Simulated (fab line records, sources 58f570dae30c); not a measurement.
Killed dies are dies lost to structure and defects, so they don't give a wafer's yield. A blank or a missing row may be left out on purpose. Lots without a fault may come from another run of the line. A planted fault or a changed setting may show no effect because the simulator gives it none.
Which tool did it? | flow berkeley_cmos170 | 14 lots, 42 wafers sampled, at 2 steps of a route of 331

WHAT THE GAUGES READ, wafer by wafer
UCB170_NWELL_TW_MEAS_16. Usual: NWELL_TW 1248, standard deviation 12.
lot  | measured    | on            | NWELL_TW       | flag
L210 | day 2 11:49 | film_metro-02 | 1234 1230 1243 |
L211 | day 3 01:07 | film_metro-04 | 1256 1250 1250 |
L214 | day 3 11:29 | film_metro-04 | 1255 1245 1254 |
L215 | day 3 16:01 | film_metro-01 | 1367 1370 1366 | OFF
L216 | day 4 00:20 | film_metro-02 | 1239 1231 1235 |
L217 | day 4 00:30 | film_metro-04 | 1365 1368 1366 | OFF
L218 | day 4 08:03 | film_metro-04 | 1249 1261 1258 |
L225 | day 5 11:08 | film_metro-02 | 1245 1244 1238 |
L227 | day 5 20:51 | film_metro-04 | 1241 1242 1244 |
L228 | day 6 04:24 | film_metro-02 | 1229 1228 1239 |
L229 | day 6 13:32 | film_metro-02 | 1241 1234 1234 |
L230 | day 6 13:58 | film_metro-01 | 1279 1277 1272 |
L231 | day 7 01:07 | film_metro-01 | 1267 1276 1267 |
L232 | day 7 03:08 | film_metro-04 | 1251 1259 1242 |

WHICH TOOL RAN EACH LOT (tool, then ch and the chambers of the sampled wafers, then the start)
lot  | UCB170_NWELL_IMPLANT_14
L210 | implanter-02 ch 0, day 2 11:34
L211 | implanter-01 ch 0, day 3 00:54
L214 | implanter-04 ch 0, day 3 11:14
L215 | implanter-04 ch 0, day 3 15:46
L216 | implanter-01 ch 0, day 4 00:07
L217 | implanter-04 ch 0, day 4 00:15
L218 | implanter-02 ch 0, day 4 07:49
L225 | implanter-01 ch 0, day 5 10:55
L227 | implanter-01 ch 0, day 5 20:36
L228 | implanter-01 ch 0, day 6 04:09
L229 | implanter-02 ch 0, day 6 13:19
L230 | implanter-04 ch 0, day 6 13:43
L231 | implanter-02 ch 0, day 7 00:54
L232 | implanter-04 ch 0, day 7 02:55
- UCB170_NWELL_IMPLANT_14

WHAT THE TOOLS THEMSELVES READ (means of the sampled wafers that have a number; where no wafer has one, the mark that the record gives instead)
UCB170_NWELL_IMPLANT_14. Usual: dose_ions_cm2 1.0002e+13, standard deviation 1e+10; faraday_current_uA 31.7, standard deviation 0.6.
lot  | tool         | dose_ions_cm2 | faraday_current_uA | flag
L210 | implanter-02 | 1.0006e+13    | 31.7               |
L211 | implanter-01 | 1.0001e+13    | 31.5               |
L214 | implanter-04 | 9.9973e+12    | 31.8               |
L215 | implanter-04 | 1.3002e+13    | 41.5               | OFF
L216 | implanter-01 | 1.0007e+13    | 31.8               |
L217 | implanter-04 | 1.2997e+13    | 40.6               | OFF
L218 | implanter-02 | 9.9993e+12    | 32.3               |
L225 | implanter-01 | 1.0002e+13    | 31.8               |
L227 | implanter-01 | 1.0008e+13    | 31.8               |
L228 | implanter-01 | 9.9957e+12    | 31.7               |
L229 | implanter-02 | 1.0009e+13    | 31.9               |
L230 | implanter-04 | 1.0007e+13    | 31.6               |
L231 | implanter-02 | 9.9990e+12    | 32.2               |
L232 | implanter-04 | 1.0004e+13    | 31.9               |

THE ANSWER, worked out from the rows above alone
Rule: a lot is off if the mean of its wafers that have a number lies more than 3 standard deviations from the usual mean. A lot without any number at a reading at which 4 lots or more have one is off too. The other lots that the step has rows for count as sound. The gauges are gone through in route order, then the tools' own readings, and for those a lot's mean is taken as printed above. The first step at which some lot is off is used, and at that step the reading that is off furthest; a lot without a number counts as furthest.
Off: L215, L217, at UCB170_NWELL_TW_MEAS_16 (NWELL_TW).
A tool fits if, at a process step before that reading, it ran every lot that is off, and no sound lot after the first of them. The gauges at UCB170_NWELL_TW_MEAS_16 aren't tried: what is off there is off at UCB170_NWELL_IMPLANT_14 too, on other tools, and a gauge's error can't cause that. None of those tried fits.

WHAT THE SIMULATOR HAD PUT IN
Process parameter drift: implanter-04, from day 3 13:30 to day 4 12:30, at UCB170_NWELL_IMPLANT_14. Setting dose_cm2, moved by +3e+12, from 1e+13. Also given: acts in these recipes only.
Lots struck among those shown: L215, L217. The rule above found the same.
